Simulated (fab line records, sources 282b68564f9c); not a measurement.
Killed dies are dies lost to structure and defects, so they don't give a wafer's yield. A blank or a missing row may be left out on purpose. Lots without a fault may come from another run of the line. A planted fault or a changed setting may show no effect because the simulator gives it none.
fab line records | flow rit_cmos
record lots=6 wafers=18 last_day=7
route steps=202 shown GATE@77 FOX2@80 M1@202
lots that met no fault: from a run of the same line without faults
start_h: hours from the record's first day to the start of the lot's first wafer shown | wait_h: hours since the lot's step before | " the same as in the row above | L1.1+2: a row that stands for several wafers | - no value, or no start given | * or withheld: withheld | < > ~ a bound
route shown NAME@n: a module of which the file shows steps, and the number in the route of the first | usual: mean/standard deviation of fault-free wafers | same: alike in all rows | chamber/n: place in a boat | sites: the reading at each site | _std_site: their standard deviation | _edge_site: outer sites' mean less inner sites' | radius_mm: how far each site lies from the wafer's centre | mask NAME#n: copy n | behind: the tool/chamber that last shaped the wafer | hold: why the lot was held/for how many hours/how that ended | device: the transistor (n, p or np) that didn't switch | end of line: the same wafers' tests at the end of the route | a step without rows: its recipe alone | killed: dies lost to structure and defects at the first sort, not the wafer's yield | map: a wafer's dies, x killed, . not, _ none there
set.NAME: the setting as run; set.NAME@STEP: as run at that earlier step | model.NAME: the simulator's own value behind a step, which no gauge read
lots at some steps of the route; a table a step, a row a wafer
services: from which hour (start_h, from the record's first day; less than 0 if before it) a tool's chamber was out of use, for how many hours, and why
## steps
# step RIT_GATE_CLEAN_02
# recipe chemistry=dHF dilution=50:1 time_s=30
# step RIT_GATE_CLEAN_03
# recipe chemistry=SC2 mix=3:3:50 time_s=600 temp_c=75 dry=n2_spin
# step RIT_GATE_CLEAN_04
# recipe chemistry=dHF dilution=50:1 time_s=60 dry=n2_spin
# step RIT_FOX2_THK_MEAS_91
# recipe reads=SiO2_of_FOX2_OXIDATION_00
# usual FIELD_OXIDE_LEFT_2_THK=251/6.7
# columns lot.wafer tool chamber start_h wait_h FIELD_OXIDE_LEFT_2_THK[nm]
L189.2 film_metro-03 - 33.75 0.0 264
L189.5 " - " " 261
L189.6 " - " " 263
L192.3 film_metro-01 - 46.86 0.0 245
L192.4 " - " " 246
L192.5 " - " " 244
L204.4 film_metro-02 - 106.94 0.0 258
L204.5 " - " " 257
L204.6 " - " " 257
L205.1 film_metro-02 - 113.21 0.0 248
L205.4 " - " " 241
L205.6 " - " " 243
L206.2 film_metro-02 - 117.93 0.0 243
L206.5 " - " " 245
L206.6 " - " " 238
L208.1 film_metro-03 - 130.74 0.0 255
L208.3 " - " " 251
L208.6 " - " " 252
# step RIT_GATE_OXIDATION_05
# recipe temp_c=900 ambient=O2 target_thk_a=30 ox_time_s=270
# step RIT_GATE_ANNEAL_06
# recipe temp_c=900 time_s=600 ambient=N2O
# step RIT_GATE_THK_MEAS_07
# recipe reads=SiO2_of_GATE_OXIDATION_05
# usual GATE_OXIDE_THK=2.98/0.051
# columns lot.wafer tool chamber start_h wait_h GATE_OXIDE_THK[nm]
L189.2 film_metro-02 - 35.38 0.0 3.08
L189.5 " - " " 3.10
L189.6 " - " " 3.08
L192.3 film_metro-02 - 48.42 0.0 3.01
L192.4 " - " " 3.01
L192.5 " - " " 3.00
L204.4 film_metro-02 - 109.11 0.0 3.01
L204.5 " - " " 3.01
L204.6 " - " " 3.01
L205.1 film_metro-03 - 118.26 0.0 2.99
L205.4 " - " " 3.03
L205.6 " - " " 3.00
L206.2 film_metro-03 - 120.24 0.0 2.89
L206.5 " - " " 2.95
L206.6 " - " " 2.97
L208.1 film_metro-02 - 133.38 0.0 2.95
L208.3 " - " " 3.05
L208.6 " - " " 3.08
# step RIT_GATE_CVD_08
# recipe material=poly-Si target_thk_nm=250 temp_c=610 precursor=SiH4 time_s=2220 pressure_mtorr=300 sih4_flow_sccm=100
# step RIT_GATE_THK_MEAS_09
# recipe reads=poly-Si_of_GATE_CVD_08
# usual GATE_POLY_THK=249.1/2.6
# columns lot.wafer tool chamber start_h wait_h GATE_POLY_THK[nm]
L189.2 film_metro-03 - 38.00 0.0 249.0
L189.5 " - " " 248.4
L189.6 " - " " 250.2
L192.3 film_metro-01 - 50.09 0.0 249.6
L192.4 " - " " 246.9
L192.5 " - " " 246.8
L204.4 film_metro-02 - 110.79 0.0 245.5
L204.5 " - " " 246.8
L204.6 " - " " 245.4
L205.1 film_metro-03 - 119.93 0.0 252.2
L205.4 " - " " 254.4
L205.6 " - " " 254.6
L206.2 film_metro-02 - 121.92 0.0 248.5
L206.5 " - " " 249.2
L206.6 " - " " 246.6
L208.1 film_metro-03 - 135.06 0.0 245.0
L208.3 " - " " 247.9
L208.6 " - " " 247.3
# step RIT_GATE_HMDS_10
# recipe prime_time_s=60 prime_temp_c=140
# step RIT_GATE_COAT_11
# recipe resist=NOVOLAK spin_rpm=4250 resist_thk_nm=850
# step RIT_GATE_SOFTBAKE_12
# recipe resist=NOVOLAK temp_c=90 time_s=60
# step RIT_GATE_EXPOSE_13
# recipe mask_id=M6 na=0.6 source_shape=conventional sigma_outer=0.6 target_cd_nm=150 dose_mj=380
# same sigma_outer=0.6
# columns lot.wafer tool chamber start_h wait_h mask model.GATE.overlay_x_nm
L189.2+5+6 iline_stepper-02 0 38.79 0.2 M6#0 -0.09472
L192.3+4+5 iline_stepper-01 0 50.62 0.1 M6#0 1.955
L204.4+5+6 iline_stepper-02 0 111.45 0.2 M6#0 0.2497
L205.1+4+6 iline_stepper-01 0 120.57 0.2 M6#0 239.4
L206.2+5+6 iline_stepper-02 0 122.57 0.2 M6#0 1.671
L208.1+3+6 iline_stepper-01 0 135.69 0.2 M6#0 241.1
# step RIT_GATE_PEB_14
# recipe resist=NOVOLAK temp_c=withheld time_s=withheld
# step RIT_GATE_DEVELOP_15
# recipe resist=NOVOLAK develop_time_s=51.16 dev_temp_c=23
# step RIT_GATE_CD_MEAS_16
# recipe target_cd_nm=150
# usual cd_nm=147.7/2.5
# columns lot.wafer tool chamber start_h wait_h cd_nm
L189.2 cd_sem-02 - 39.19 - 147.7
L189.5 " - " " 149.0
L189.6 " - " " 146.5
L192.3 cd_sem-02 - 51.02 - 151.3
L192.4 " - " " 150.8
L192.5 " - " " 150.5
L204.4 cd_sem-01 - 111.85 - 144.5
L204.5 " - " " 147.8
L204.6 " - " " 146.9
L205.1 cd_sem-01 - 120.97 - 152.0
L205.4 " - " " 150.5
L205.6 " - " " 152.0
L206.2 cd_sem-01 - 122.97 - 147.9
L206.5 " - " " 147.8
L206.6 " - " " 145.4
L208.1 cd_sem-02 - 136.09 - 150.7
L208.3 " - " " 151.6
L208.6 " - " " 151.8
# step RIT_GATE_OVL_MEAS_17
# usual GATE_OVL=0.2/1.7
# columns lot.wafer tool chamber start_h wait_h GATE_OVL[nm]
L189.2 overlay-02 - 39.30 0.1 -1.9
L189.5 " - " " 0.1
L189.6 " - " " 0.0
L192.3 overlay-02 - 51.12 0.1 3.9
L192.4 " - " " 3.2
L192.5 " - " " 2.3
L204.4 overlay-02 - 111.93 0.1 0.1
L204.5 " - " " -1.5
L204.6 " - " " 0.4
L205.1 overlay-02 - 121.09 0.1 238.8
L205.4 " - " " 238.4
L205.6 " - " " 239.8
L206.2 overlay-02 - 123.07 0.1 2.2
L206.5 " - " " 1.7
L206.6 " - " " 4.6
L208.1 overlay-01 - 136.21 0.1 242.6
L208.3 " - " " 243.7
L208.6 " - " " 241.7
# step RIT_GATE_HARDBAKE_18
# recipe resist=NOVOLAK temp_c=140 time_s=60
# step RIT_M1_PROBE_99
# usual killed_at_front_end=6.7/2.9 killed_dies=6.8/2.9 killed_open=3.5/1.8 killed_short=3.3/2.1
# same gross_dies=264 killed_at_M0_to_M3=0 killed_at_M4_up=0 killed_at_back_side=0 killed_at_contacts=0 killed_at_other=0
# columns lot.wafer tool chamber start_h wait_h killed_at_front_end killed_dies killed_open killed_short model.etest.pldd.width_nm model.etest.nldd.width_nm model.etest.gate_end_array.leak_log10_a_um model.etest.nldd.line_ohm_um model.etest.select_edge_diode_n.over_limit model.etest.select_edge_diode_p.over_limit model.etest.nmos_0p15.junction_log10_a_um model.etest.nmos_narrow.off_log10_a_um
L189.2 prober-02 - 59.58 0.1 7 7 2 5 3194 3207 -13.05 115.7 0 0 -13.39 -13.39
L189.5 prober-02 - 59.73 0.2 8 8 6 2 3198 3190 -12.86 113.7 0 0 -13.61 -13.25
L189.6 prober-02 - 59.78 0.2 2 2 1 1 3189 3186 -12.8 113.7 0 0 -13.53 -13.28
L192.3 prober-01 - 71.93 0.2 11 11 6 5 3188 3184 -12.91 118 0 0 -13.68 -13.24
L192.4 prober-01 - 71.98 0.2 5 5 3 2 3193 3204 -12.92 115 0 0 -13.61 -13.26
L192.5 prober-01 - 72.03 0.2 5 5 2 3 3183 3200 -12.93 118.6 0 0 -13.5 -13.06
L204.4 prober-01 - 133.05 0.2 12 12 7 5 3195 3191 -12.92 119.8 0 0 -13.41 -13.16
L204.5 prober-01 - 133.10 0.2 10 10 4 6 3191 3180 -12.81 120.8 0 0 -13.51 -13.07
L204.6 prober-01 - 133.15 0.2 9 9 4 5 3200 3208 -12.96 115.8 0 0 -13.4 -13.08
L205.1 prober-02 - 145.11 0.1 4 4 4 0 3041 3014 -6.238 122.8 1 1 -12.7 -12.62
L205.4 prober-02 - 145.26 0.2 4 4 3 1 3031 3031 -6.263 120.5 1 1 -12.66 -12.6
L205.6 prober-02 - 145.36 0.2 5 5 4 1 3030 3012 -6.439 120 1 1 -12.79 -12.69
L206.2 prober-01 - 145.16 0.1 4 4 3 1 3196 3195 -12.56 116.9 0 0 -13.31 -13.06
L206.5 prober-01 - 145.31 0.2 7 7 4 3 3196 3180 -12.62 116.7 0 0 -13.56 -13.11
L206.6 prober-01 - 145.36 0.2 11 11 3 8 3175 3196 -12.72 120.5 0 0 -13.58 -13.06
L208.1 prober-02 - 157.36 0.1 11 11 6 5 3016 3018 -6.037 126.5 1 1 -12.72 -12.62
L208.3 prober-02 - 157.46 0.2 6 6 2 4 3036 3050 -5.48 128 1 1 -12.63 -12.6
L208.6 prober-02 - 157.61 0.2 8 8 4 4 3042 3034 -5.734 124.5 1 1 -12.75 -12.7
# killed by level:class
L189.2 REOX:geometric_particle:short=2 FOX2:geometric_particle:short=1 FOX2:geometric_particle:open=1 GATE:geometric_particle:short=1 REOX:geometric_particle:open=1 SPACER:geometric_particle:short=1
L189.5 GATE:geometric_particle:open=3 FOX2:geometric_particle:open=2 FOX2:geometric_particle:short=1 REOX:geometric_particle:open=1 SPACER:geometric_particle:short=1
L189.6 GATE:geometric_particle:short=1 REOX:geometric_particle:open=1
L192.3 GATE:geometric_particle:open=4 REOX:geometric_particle:short=2 FOX2:geometric_particle:short=1 GATE:geometric_particle:short=1 REOX:geometric_particle:open=1 SPACER:geometric_particle:open=1 SILICIDE:geometric_particle:short=1
L192.4 GATE:geometric_particle:short=2 FOX1:geometric_particle:open=1 SPACER:geometric_particle:open=1 SILICIDE:geometric_particle:open=1
L192.5 FOX1:geometric_particle:short=1 FOX2:geometric_particle:open=1 FOX2:geometric_particle:short=1 GATE:geometric_particle:short=1 SILICIDE:geometric_particle:open=1
L204.4 REOX:geometric_particle:short=3 FOX1:geometric_particle:open=2 GATE:geometric_particle:open=2 GATE:geometric_particle:short=1 REOX:geometric_particle:open=1 SPACER:geometric_particle:open=1 SILICIDE:geometric_particle:short=1 SILICIDE:geometric_particle:open=1
L204.5 SILICIDE:geometric_particle:short=4 SPACER:geometric_particle:open=2 FOX2:geometric_particle:short=1 GATE:geometric_particle:short=1 REOX:geometric_particle:open=1 SILICIDE:geometric_particle:open=1
L204.6 GATE:geometric_particle:open=3 REOX:geometric_particle:short=2 ACTIVE:geometric_particle:short=1 GATE:geometric_particle:short=1 SPACER:geometric_particle:short=1 SILICIDE:geometric_particle:open=1
L205.1 FOX1:geometric_particle:open=1 GATE:geometric_particle:open=1 SPACER:geometric_particle:open=1 SILICIDE:geometric_particle:open=1
L206.2 GATE:geometric_particle:open=1 SPACER:geometric_particle:short=1 SPACER:geometric_particle:open=1 SILICIDE:geometric_particle:open=1
L205.4 REOX:geometric_particle:open=2 FOX2:geometric_particle:open=1 GATE:geometric_particle:short=1
L206.5 GATE:geometric_particle:short=2 GATE:geometric_particle:open=2 FOX1:geometric_particle:open=1 REOX:geometric_particle:short=1 SPACER:geometric_particle:open=1
L205.6 GATE:geometric_particle:open=2 REOX:geometric_particle:open=1 REOX:geometric_particle:short=1 SILICIDE:geometric_particle:open=1
L206.6 SPACER:geometric_particle:short=5 GATE:geometric_particle:open=3 GATE:geometric_particle:short=2 SILICIDE:geometric_particle:short=1
L208.1 SILICIDE:geometric_particle:open=3 FOX1:geometric_particle:short=2 GATE:geometric_particle:open=2 SILICIDE:geometric_particle:short=2 GATE:geometric_particle:short=1 REOX:geometric_particle:open=1
L208.3 FOX1:geometric_particle:short=2 GATE:geometric_particle:open=1 GATE:geometric_particle:short=1 SPACER:geometric_particle:short=1 SPACER:geometric_particle:open=1
L208.6 GATE:geometric_particle:open=3 GATE:geometric_particle:short=3 SILICIDE:geometric_particle:short=1 SILICIDE:geometric_particle:open=1
## services
# columns tool chamber start_h hours kind
iline_stepper-01 - 30.54 1.7 pm
iline_stepper-02 - 63.48 0.7 repair
iline_stepper-01 0 96.05 - calibration
iline_stepper-02 - 108.39 1.7 pm
## key
first_sign step=RIT_GATE_OVL_MEAS_17 reading=GATE_OVL direction=up sigmas=99+ usual=0.2 struck=240.8
effect none on later readings
model_effect step=RIT_GATE_EXPOSE_13 value=GATE.overlay_x_nm without=0.2522 struck=240.3
model_effect step=RIT_M1_PROBE_99 value=etest.pldd.width_nm without=3202 struck=3033
met_at RIT_GATE_EXPOSE_13
struck_wafers L205.1,L205.4,L205.6,L208.1,L208.3,L208.6
tester_left_out L205,L208
onset_between 50.62 120.57
fault kind=scanner_matching_overlay tool=iline_stepper-01 chamber=- onset_h=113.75 steps=RIT_GATE_EXPOSE_13 offset=240
# tester_left_out: of these lots the tester's yield and bins aren't shown, on N5 and GAA mostly nor the transistor test; their killed dies are dies lost to structure and defects alone, not to doping, threshold or leakage, so they don't give the yield
